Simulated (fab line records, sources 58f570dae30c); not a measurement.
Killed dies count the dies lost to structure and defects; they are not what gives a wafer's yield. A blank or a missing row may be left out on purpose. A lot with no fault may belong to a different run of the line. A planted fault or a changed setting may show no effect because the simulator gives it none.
Split-lot experiment | flow berkeley_cmos170 | route with 331 steps; 5 lots, 23 wafers read

SPLIT DETAILS
At UCB170_PSD_PEB_04, the setting peb_temp_c was moved away from the recipe's 130 C on 8 of the 23 wafers read, by -2.9% to -0.8%. This setting was run at the recipe's value on the other wafers.

FROM THE SPLIT ON TO THE READING: in between, the file shows 1 step
- UCB170_PSD_DEVELOP_05: develop time 45 s

THE READING
Shown in nm: cd_nm at UCB170_PSD_CD_MEAS_06, with target cd 1200 nm. Fault-free wafers of this fab line usually give 1199.7 nm, standard deviation 1.5 nm.

wafer  | tool, chamber at the split | peb_temp_c as run, C | against the recipe | cd_nm, nm | against lot-mates on the recipe
L075.1 | litho_track-03, 0          | 130                  | recipe             | 1199.6    | -
L075.2 | litho_track-03, 0          | 130                  | recipe             | 1198.6    | -
L075.3 | litho_track-03, 0          | 130                  | recipe             | 1199.4    | -
L078.1 | litho_track-03, 0          | 130                  | recipe             | 1200.5    | -
L078.3 | litho_track-03, 0          | 130                  | recipe             | 1200.3    | -
L078.4 | litho_track-03, 0          | 130                  | recipe             | 1199.6    | -
L078.5 | litho_track-03, 0          | 130                  | recipe             | 1199.8    | -
L078.6 | litho_track-03, 0          | 130                  | recipe             | 1200.3    | -
L079.1 | litho_track-02, 0          | 130                  | recipe             | 1199.3    | -
L079.2 | litho_track-02, 0          | 126.8                | -2.5%              | 1174.9    | -24.0
L079.3 | litho_track-02, 0          | 130                  | recipe             | 1199.5    | -
L079.5 | litho_track-02, 0          | 126.8                | -2.5%              | 1174.1    | -24.8
L079.6 | litho_track-02, 0          | 130                  | recipe             | 1197.9    | -
L081.1 | litho_track-03, 0          | 126.2                | -2.9%              | 1166.9    | -30.1
L081.2 | litho_track-03, 0          | 130                  | recipe             | 1197.2    | -
L081.3 | litho_track-03, 0          | 126.2                | -2.9%              | 1167.0    | -30.0
L081.4 | litho_track-03, 0          | 126.2                | -2.9%              | 1167.8    | -29.2
L081.5 | litho_track-03, 0          | 130                  | recipe             | 1196.8    | -
L085.1 | litho_track-04, 0          | 130                  | recipe             | 1199.1    | -
L085.3 | litho_track-04, 0          | 129                  | -0.8%              | 1193.1    | -5.7
L085.4 | litho_track-04, 0          | 130                  | recipe             | 1198.5    | -
L085.5 | litho_track-04, 0          | 129                  | -0.8%              | 1192.4    | -6.4
L085.6 | litho_track-04, 0          | 129                  | -0.8%              | 1192.7    | -6.1

FIT RESULTS
A straight line over all 23 wafers: cd_nm changes by +10.6 nm for each +1% of peb_temp_c; r = +0.99; the points scatter about the line by 1.3 nm.
The same after taking each lot's own level away (the mean of its wafers on the recipe; 23 wafers): +10.1 nm for each +1%; r = +1.00; scatter 0.76 nm.
The reading moves by 29 nm for the largest change in peb_temp_c, on that fit.
Measured against the standard deviation above, the lots' own levels, which go from 1197.00 to 1200.10 nm, span 2.1 times it.
Consequently the slope shifts little with the lot-to-lot level, the two slopes agreeing.
Check: with one of the wafers moved furthest among these (-2.9%) left out of the fit, the line predicts -29 nm for it against its lot-mates. Against them it came out at -30.1 nm.

OTHER SPLITS APPLIED TO THESE WAFERS
Other splits were also applied to these wafers ahead of the reading. Each is held against what the fit with the lots' levels taken away leaves over:
other split on the same wafers      | wafers away from the commonest value | r with cd_nm (lot level and that fit taken away)
UCB170_ACTIVE_CVD_05 pressure_mtorr | 15                                   | -0.12
UCB170_FIELD_OXIDATION_01 ox_time_s | 18                                   | +0.21
UCB170_PLDD_EXPOSE_03 dose_mj       | 12                                   | +0.18
UCB170_NLDD_PEB_04 peb_temp_c       | 9                                    | -0.05
UCB170_SPACER_CVD_00 time_s         | 8                                    | +0.03

FILE'S OWN FIT
cd_nm changes by +9.99 nm for each +1% of peb_temp_c, r = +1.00.
